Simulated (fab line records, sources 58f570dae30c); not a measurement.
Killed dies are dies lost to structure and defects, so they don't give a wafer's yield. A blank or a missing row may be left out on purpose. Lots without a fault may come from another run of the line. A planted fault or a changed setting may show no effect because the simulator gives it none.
Chamber matching | flow berkeley_cmos170 | UCB170_M3_ETCH_17 on rie_diel-01: 4 sister chambers
The step etches BARC in N2/H2. 16 wafers are shown with their chamber, then 8 later ones without.

WAFERS WITH THEIR CHAMBER
wafer  | chamber | drypump_motor_current_A (A) | throttle_valve_pct (%) | oes_product_au (a.u.)
L253.2 | 2       | 6.2                         | 13.51                  | 0.970
L253.4 | 1       | 5.6                         | 13.27                  | 1.004
L253.6 | 0       | 5.5                         | 13.80                  | 1.010
L258.1 | 3       | 4.8                         | 13.04                  | 0.971
L258.5 | 2       | 6.2                         | 13.53                  | 0.979
L258.6 | 3       | 4.8                         | 13.04                  | 0.961
L260.2 | 2       | 6.2                         | 13.52                  | 0.975
L260.3 | 3       | 4.8                         | 13.05                  | 0.969
L260.6 | 1       | 5.6                         | 13.25                  | 1.011
L263.1 | 3       | 4.8                         | 13.04                  | 0.983
L263.4 | 1       | 5.6                         | 13.24                  | 1.005
L263.5 | 3       | 4.8                         | 13.03                  | 0.967
L264.1 | 1       | 5.6                         | 13.26                  | 1.005
L264.3 | 0       | 5.4                         | 13.80                  | 1.021
L264.4 | 3       | 4.8                         | 13.06                  | 0.968
L273.2 | 0       | 5.4                         | 13.80                  | 1.008

SIGNATURES (means of the wafers above)
reading                 | chamber 0 | chamber 1 | chamber 2 | chamber 3 | scatter within a chamber
drypump_motor_current_A | 5.433     | 5.600     | 6.200     | 4.800     | 0.0236
throttle_valve_pct      | 13.8000   | 13.2550   | 13.5200   | 13.0433   | 0.0101
oes_product_au          | 1.01300   | 1.00625   | 0.97467   | 0.96983   | 0.00602
Rule: a wafer's distance from a chamber is the root of the sum, over the readings, of the square of ((its reading less the chamber's mean) divided by the reading's scatter). The wafer belongs to the nearest chamber; if the next one is less than 2 further off, it can't be placed. The scatter: the root of (the sum of the squares of (reading less its chamber's mean) over the shown wafers, divided by (wafers less chambers)).

WAFERS WITHOUT THEIR CHAMBER
wafer  | drypump_motor_current_A (A) | throttle_valve_pct (%) | oes_product_au (a.u.)
L273.3 | 4.8                         | 13.04                  | 0.958
L273.4 | 6.2                         | 13.50                  | 0.993
L274.1 | 4.8                         | 13.04                  | 0.962
L274.2 | 5.6                         | 13.27                  | 1.013
L274.5 | 5.4                         | 13.79                  | 1.008
L275.2 | 5.4                         | 13.80                  | 1.021
L275.5 | 6.2                         | 13.52                  | 0.980
L275.6 | 4.8                         | 13.01                  | 0.972

WHICH CHAMBER EACH WENT THROUGH
wafer  | from the rows above | in truth
L273.3 | 3                   | 3
L273.4 | 2                   | 2
L274.1 | 3                   | 3
L274.2 | 1                   | 1
L274.5 | 0                   | 0
L275.2 | 0                   | 0
L275.5 | 2                   | 2
L275.6 | 3                   | 3
Placed correctly: 8 of 8. Can't be placed from these rows: 0. Placed wrongly: 0.
